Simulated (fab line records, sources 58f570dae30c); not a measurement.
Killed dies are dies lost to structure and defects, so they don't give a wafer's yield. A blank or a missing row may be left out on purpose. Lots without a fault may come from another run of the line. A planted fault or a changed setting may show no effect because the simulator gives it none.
Chamber matching | flow berkeley_cmos170 | UCB170_ACTIVE_ETCH_15 on rie_diel-01: 4 sister chambers
The step etches Si3N4 in CH3F/Ar/O2, stops on SiO2, target depth 242 nm, time 151 s. 4 wafers are shown with their chamber, then 9 later ones without.

WAFERS WITH THEIR CHAMBER
wafer  | chamber | throttle_valve_pct (%)
L306.2 | 0       | 8.30
L306.6 | 3       | 8.21
L307.4 | 2       | 8.10
L307.6 | 1       | 8.08

WAFERS WITHOUT THEIR CHAMBER
wafer  | throttle_valve_pct (%)
L308.1 | 8.09
L308.4 | 8.07
L308.6 | 8.22
L309.1 | 8.31
L309.4 | 8.08
L309.6 | 8.10
L312.3 | 8.10
L312.4 | 8.24
L312.5 | 8.07

WHICH CHAMBER EACH WENT THROUGH
wafer  | from the rows above     | in truth
L308.1 | can't be placed: 1 or 2 | 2
L308.4 | can't be placed: 1 or 2 | 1
L308.6 | 3                       | 3
L309.1 | 0                       | 0
L309.4 | can't be placed: 1 or 2 | 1
L309.6 | can't be placed: 2 or 1 | 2
L312.3 | can't be placed: 2 or 1 | 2
L312.4 | 3                       | 3
L312.5 | can't be placed: 1 or 2 | 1
Placed correctly: 3 of 9. Can't be placed from these rows: 6 (the true chamber is among the candidates in 6). Placed wrongly: 0.
How it was worked out, from the rows above alone: a wafer's distance from a chamber is the root of the sum, over the readings, of the square of ((its reading less the chamber's mean) divided by the reading's scatter). The wafer belongs to the nearest chamber; if the next one is less than 2 further off, it can't be placed. A chamber's mean is the mean of its shown wafers. The scatter: with one shown wafer a chamber, the root of the mean of the squares of how far each hidden wafer lies from its nearest shown one.
